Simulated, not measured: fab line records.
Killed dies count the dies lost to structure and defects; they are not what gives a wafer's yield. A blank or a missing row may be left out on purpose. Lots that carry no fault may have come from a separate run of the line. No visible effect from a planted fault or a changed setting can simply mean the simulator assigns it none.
fab line records | flow berkeleyCmos170
record lots=14 | wafers=42 | lastDay=12
route steps=331 shown SCREENOX@102 FIELD@126 GATE@135 NLDD@169
lots with no fault: from the same line, run without faults
startH: start of the lot's first displayed wafer, in hours after the record's first day | waitH: hours elapsed since this lot's preceding step | " unchanged from the row above | L1.1+2: several wafers, shown together as one row | - either no value or no given start | * or withheld: withheld | < > ~ a bound
route shown NAME@n: NAME is a module with steps in the file, n the number in the route of the first one | usual: mean and standard deviation over wafers with no fault | same: alike in all rows | chamber/n: place in a boat | sites: readings site by site | _std_site: standard deviation across them | _edge_site: the outer-site mean with the inner-site mean subtracted | radiusMm: for every site, how far away it sits from the centre of the wafer | mask NAME#n: copy n | behind: the last tool/chamber to shape the wafer | hold: why the lot went on hold/how many hours it stayed there/how the hold came to an end | device: the n, p or np transistor that did not switch | end of line: the same wafers' tests at the end of the route | where a step has no rows: the recipe by itself | killed: the dies lost at the first sort to structure and to defects; this is not the yield of the wafer | map: a wafer's dies, x killed, . not, _ none there
set.NAME: the setting as run; set.NAME@STEP: as run at that earlier step | model.NAME: the simulator's own value behind a step, which no gauge read
route steps across a sampled set of lots; one table per step, one row per wafer
services: the hour from which a tool's chamber was out of use, counted from the record's first day as startH (under 0 if before that day), plus the number of hours and why
## steps
# step UCB170_SCREENOX_THK_MEAS_02
# recipe reads=SiO2_of_SCREENOX_OXIDATION_01
# usual SCREENOX_OXIDE_THK=14.34/0.26
lot.wafer | tool         | chamber | startH | waitH | SCREENOX_OXIDE_THK[nm]
L315.1    | filmMetro-03 | -       | 100.57 | 0.0   | 14.29
L315.4    | "            | -       | "      | "     | 14.39
L315.5    | "            | -       | "      | "     | 14.19
L317.2    | filmMetro-03 | -       | 103.98 | 0.0   | 14.80
L317.4    | "            | -       | "      | "     | 14.51
L317.6    | "            | -       | "      | "     | 14.56
L316.3    | filmMetro-01 | -       | 103.99 | 0.0   | 14.77
L316.4    | "            | -       | "      | "     | 14.58
L316.6    | "            | -       | "      | "     | 14.55
L320.3    | filmMetro-03 | -       | 111.66 | 0.0   | 14.22
L320.5    | "            | -       | "      | "     | 14.34
L320.6    | "            | -       | "      | "     | 14.37
L321.2    | filmMetro-02 | -       | 124.53 | 0.0   | 14.92
L321.3    | "            | -       | "      | "     | 14.77
L321.4    | "            | -       | "      | "     | 14.76
L322.1    | filmMetro-02 | -       | 139.44 | 0.0   | 14.24
L322.2    | "            | -       | "      | "     | 14.07
L322.6    | "            | -       | "      | "     | 14.21
L327.3    | filmMetro-01 | -       | 147.09 | 0.0   | 14.53
L327.4    | "            | -       | "      | "     | 14.44
L327.5    | "            | -       | "      | "     | 14.38
L325.2    | filmMetro-02 | -       | 147.12 | 0.1   | 14.40
L325.4    | "            | -       | "      | "     | 14.27
L325.5    | "            | -       | "      | "     | 14.33
L330.1    | filmMetro-01 | -       | 170.00 | 0.0   | 14.58
L330.2    | "            | -       | "      | "     | 14.46
L330.5    | "            | -       | "      | "     | 14.38
L331.3    | filmMetro-03 | -       | 184.74 | 0.0   | 13.65
L331.4    | "            | -       | "      | "     | 13.48
L331.6    | "            | -       | "      | "     | 13.77
L332.1    | filmMetro-01 | -       | 192.16 | 0.0   | 14.40
L332.5    | "            | -       | "      | "     | 14.65
L332.6    | "            | -       | "      | "     | 14.33
L335.1    | filmMetro-01 | -       | 195.86 | 0.0   | 14.51
L335.2    | "            | -       | "      | "     | 14.47
L335.5    | "            | -       | "      | "     | 14.35
L336.2    | filmMetro-01 | -       | 216.04 | 0.0   | 14.42
L336.3    | "            | -       | "      | "     | 14.00
L336.4    | "            | -       | "      | "     | 14.28
L338.3    | filmMetro-02 | -       | 221.28 | 0.1   | 14.41
L338.4    | "            | -       | "      | "     | 14.39
L338.6    | "            | -       | "      | "     | 14.60
# step UCB170_FIELD_THK_MEAS_91
# recipe reads=SiO2_of_FIELD_OXIDATION_01
# usual FIELD_OXIDE_LEFT_2_THK=356/13
lot.wafer | tool         | chamber | startH | waitH | FIELD_OXIDE_LEFT_2_THK[nm]
L315.1    | filmMetro-01 | -       | 108.01 | 0.0   | 350
L315.4    | "            | -       | "      | "     | 342
L315.5    | "            | -       | "      | "     | 349
L317.2    | filmMetro-02 | -       | 111.46 | 0.0   | 342
L317.4    | "            | -       | "      | "     | 342
L317.6    | "            | -       | "      | "     | 348
L316.3    | filmMetro-04 | -       | 112.08 | 0.0   | 361
L316.4    | "            | -       | "      | "     | 364
L316.6    | "            | -       | "      | "     | 364
L320.3    | filmMetro-02 | -       | 119.22 | 0.0   | 367
L320.5    | "            | -       | "      | "     | 363
L320.6    | "            | -       | "      | "     | 368
L321.2    | filmMetro-01 | -       | 135.60 | 0.0   | 380
L321.3    | "            | -       | "      | "     | 377
L321.4    | "            | -       | "      | "     | 377
L322.1    | filmMetro-01 | -       | 146.37 | 0.0   | 383
L322.2    | "            | -       | "      | "     | 388
L322.6    | "            | -       | "      | "     | 378
L327.3    | filmMetro-01 | -       | 156.13 | 0.0   | 345
L327.4    | "            | -       | "      | "     | 354
L327.5    | "            | -       | "      | "     | 357
L325.2    | filmMetro-04 | -       | 156.18 | 0.0   | 341
L325.4    | "            | -       | "      | "     | 347
L325.5    | "            | -       | "      | "     | 348
L330.1    | filmMetro-04 | -       | 176.85 | 0.0   | 355
L330.2    | "            | -       | "      | "     | 354
L330.5    | "            | -       | "      | "     | 345
L331.3    | filmMetro-04 | -       | 190.37 | 0.0   | 348
L331.4    | "            | -       | "      | "     | 357
L331.6    | "            | -       | "      | "     | 347
L332.1    | filmMetro-02 | -       | 199.20 | 0.0   | 350
L332.5    | "            | -       | "      | "     | 356
L332.6    | "            | -       | "      | "     | 365
L335.1    | filmMetro-02 | -       | 204.70 | 0.0   | 354
L335.2    | "            | -       | "      | "     | 338
L335.5    | "            | -       | "      | "     | 350
L336.2    | filmMetro-01 | -       | 225.20 | 0.0   | 370
L336.3    | "            | -       | "      | "     | 362
L336.4    | "            | -       | "      | "     | 359
L338.3    | filmMetro-02 | -       | 232.49 | 0.0   | 349
L338.4    | "            | -       | "      | "     | 340
L338.6    | "            | -       | "      | "     | 353
# step UCB170_GATE_EXPOSE_09
# recipe maskId=POLY | targetCdNm=350 | na=0.5 | sigmaOuter=0.6 | sourceShape=conventional | doseMj=21
# usual exposureDoseMJCm2=20.987/0.021 | focusOffsetNm=0.0/0.44 | na=0.5/0
lot.wafer | tool          | chamber | startH | waitH | mask   | exposureDoseMJCm2 | focusOffsetNm | na
L315.1    | krfScanner-01 | 0       | 118.08 | -     | POLY#0 | 20.997            | 0.9           | 0.5
L315.4    | "             | 0       | "      | "     | POLY#0 | 20.992            | 0.3           | 0.5
L315.5    | "             | 0       | "      | "     | POLY#0 | 20.989            | -0.2          | 0.5
L317.2    | krfScanner-01 | 0       | 120.29 | -     | POLY#0 | 20.984            | -0.1          | 0.5
L317.4    | "             | 0       | "      | "     | POLY#0 | 20.969            | -0.5          | 0.5
L317.6    | "             | 0       | "      | "     | POLY#0 | 21.002            | 0.5           | 0.5
L316.3    | krfScanner-02 | 0       | 120.55 | -     | POLY#0 | 21.023            | 0.9           | 0.5
L316.4    | "             | 0       | "      | "     | POLY#0 | 21.007            | 0.6           | 0.5
L316.6    | "             | 0       | "      | "     | POLY#0 | 20.977            | -0.1          | 0.5
L320.3    | krfScanner-02 | 0       | 132.33 | -     | POLY#0 | 21.003            | -0.1          | 0.5
L320.5    | "             | 0       | "      | "     | POLY#0 | 20.989            | 0.4           | 0.5
L320.6    | "             | 0       | "      | "     | POLY#0 | 20.999            | -0.1          | 0.5
L321.2    | krfScanner-02 | 0       | 148.65 | -     | POLY#0 | 20.986            | 0.0           | 0.5
L321.3    | "             | 0       | "      | "     | POLY#0 | 20.969            | -0.1          | 0.5
L321.4    | "             | 0       | "      | "     | POLY#0 | 20.993            | -0.1          | 0.5
L322.1    | krfScanner-01 | 0       | 155.94 | -     | POLY#0 | 20.981            | 0.3           | 0.5
L322.2    | "             | 0       | "      | "     | POLY#0 | 20.972            | -0.4          | 0.5
L322.6    | "             | 0       | "      | "     | POLY#0 | 20.990            | -0.3          | 0.5
L327.3    | krfScanner-02 | 0       | 167.15 | -     | POLY#0 | 20.991            | 0.2           | 0.5
L327.4    | "             | 0       | "      | "     | POLY#0 | 20.989            | 0.0           | 0.5
L327.5    | "             | 0       | "      | "     | POLY#0 | 20.983            | 0.2           | 0.5
L325.2    | krfScanner-02 | 0       | 167.73 | -     | POLY#0 | 20.989            | -0.5          | 0.5
L325.4    | "             | 0       | "      | "     | POLY#0 | 20.978            | 0.4           | 0.5
L325.5    | "             | 0       | "      | "     | POLY#0 | 20.977            | 0.5           | 0.5
L330.1    | krfScanner-01 | 0       | 189.30 | -     | POLY#0 | 21.015            | 0.7           | 0.5
L330.2    | "             | 0       | "      | "     | POLY#0 | 21.023            | 0.3           | 0.5
L330.5    | "             | 0       | "      | "     | POLY#0 | 21.007            | 0.2           | 0.5
L331.3    | krfScanner-01 | -       | 201.75 | -     | POLY#0 | -                 | -             | -
L331.4    | "             | -       | "      | "     | POLY#0 | -                 | -             | -
L331.6    | "             | -       | "      | "     | POLY#0 | -                 | -             | -
L332.1    | krfScanner-01 | -       | 210.02 | -     | POLY#0 | -                 | -             | -
L332.5    | "             | -       | "      | "     | POLY#0 | -                 | -             | -
L332.6    | "             | -       | "      | "     | POLY#0 | -                 | -             | -
L335.1    | krfScanner-02 | 0       | 215.58 | -     | POLY#0 | 20.985            | 0.1           | 0.5
L335.2    | "             | 0       | "      | "     | POLY#0 | 20.995            | 1.3           | 0.5
L335.5    | "             | 0       | "      | "     | POLY#0 | 20.972            | -0.9          | 0.5
L336.2    | krfScanner-01 | 0       | 239.06 | -     | POLY#0 | 20.985            | -0.1          | 0.5
L336.3    | "             | 0       | "      | "     | POLY#0 | 21.012            | -0.3          | 0.5
L336.4    | "             | 0       | "      | "     | POLY#0 | 21.006            | -0.4          | 0.5
L338.3    | krfScanner-02 | 0       | 245.17 | -     | POLY#0 | 21.015            | 0.6           | 0.5
L338.4    | "             | 0       | "      | "     | POLY#0 | 21.012            | 0.4           | 0.5
L338.6    | "             | 0       | "      | "     | POLY#0 | 20.979            | -0.2          | 0.5
# step UCB170_NLDD_TW_MEAS_11
# usual NLDD_TW=2226/8.6
lot.wafer | tool         | chamber | startH | waitH | NLDD_TW
L315.1    | filmMetro-03 | -       | 122.63 | 0.1   | 2231
L315.4    | "            | -       | "      | "     | 2226
L315.5    | "            | -       | "      | "     | 2226
L317.2    | filmMetro-02 | -       | 125.61 | 0.1   | 2235
L317.4    | "            | -       | "      | "     | 2221
L317.6    | "            | -       | "      | "     | 2219
L316.3    | filmMetro-01 | -       | 125.90 | 0.1   | 2224
L316.4    | "            | -       | "      | "     | 2234
L316.6    | "            | -       | "      | "     | 2237
L320.3    | filmMetro-01 | -       | 137.48 | 0.1   | 2219
L320.5    | "            | -       | "      | "     | 2226
L320.6    | "            | -       | "      | "     | 2224
L321.2    | filmMetro-01 | -       | 153.93 | 0.1   | 2221
L321.3    | "            | -       | "      | "     | 2219
L321.4    | "            | -       | "      | "     | 2223
L322.1    | filmMetro-03 | -       | 162.94 | 0.1   | 2233
L322.2    | "            | -       | "      | "     | 2238
L322.6    | "            | -       | "      | "     | 2224
L327.3    | filmMetro-01 | -       | 173.17 | 0.1   | 2221
L327.4    | "            | -       | "      | "     | 2224
L327.5    | "            | -       | "      | "     | 2227
L325.2    | filmMetro-02 | -       | 173.59 | 0.1   | 2211
L325.4    | "            | -       | "      | "     | 2221
L325.5    | "            | -       | "      | "     | 2211
L330.1    | filmMetro-03 | -       | 194.00 | 0.1   | 2226
L330.2    | "            | -       | "      | "     | 2235
L330.5    | "            | -       | "      | "     | 2230
L335.1    | filmMetro-02 | -       | 220.08 | 0.1   | 2230
L335.2    | "            | -       | "      | "     | 2237
L335.5    | "            | -       | "      | "     | 2237
L336.2    | filmMetro-02 | -       | 243.55 | 0.1   | 2204
L336.3    | "            | -       | "      | "     | 2227
L336.4    | "            | -       | "      | "     | 2214
L338.3    | filmMetro-01 | -       | 250.18 | 0.1   | 2238
L338.4    | "            | -       | "      | "     | 2227
L338.6    | "            | -       | "      | "     | 2234
## services
tool          | chamber | startH | hours | kind
krfScanner-01 | 0       | 109.36 | -     | calibration
krfScanner-01 | -       | 148.36 | 3.9   | repair
krfScanner-01 | -       | 172.44 | 1.0   | pm
krfScanner-02 | -       | 205.97 | 1.0   | pm
krfScanner-01 | -       | 210.14 | 0.8   | pm
krfScanner-02 | -       | 213.16 | 0.6   | repair
krfScanner-02 | -       | 219.31 | 1.3   | pm
krfScanner-02 | 0       | 228.04 | -     | calibration
krfScanner-01 | -       | 244.63 | 3.6   | pm
## key
firstSign step=UCB170_GATE_EXPOSE_09 | reading=toolRecord | direction=missing
effect none on later readings
metAt UCB170_GATE_EXPOSE_09
struckLots L331,L332
laterRowsLeftOut L331.3,L331.4,L331.6,L332.1,L332.5,L332.6
sortLeftOut L331.3,L331.4,L331.6,L332.1,L332.5,L332.6
testerLeftOut L331,L332
notActingAt UCB170_SCREENOX_THK_MEAS_02,UCB170_FIELD_THK_MEAS_91,UCB170_NLDD_TW_MEAS_11
onsetBetween 189.30 201.75
fault kind=skippedStepWhole | tool=krfScanner-01 | chamber=- | onsetH=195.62 | steps=UCB170_GATE_EXPOSE_09 | scope=struckLotsOnly
# testerLeftOut: of these lots the tester's yield and bins aren't shown, on N5 and GAA mostly nor the transistor test; their killed dies are dies lost to structure and defects alone, not to doping, threshold or leakage, so they don't give the yield
# sortLeftOut: the simulated sort isn't trusted on such a fault, so these wafers' sort isn't shown, and their yield isn't known
# laterRowsLeftOut: the simulator's readings of these wafers behind a module that went badly wrong aren't trusted and aren't shown, but for the sort
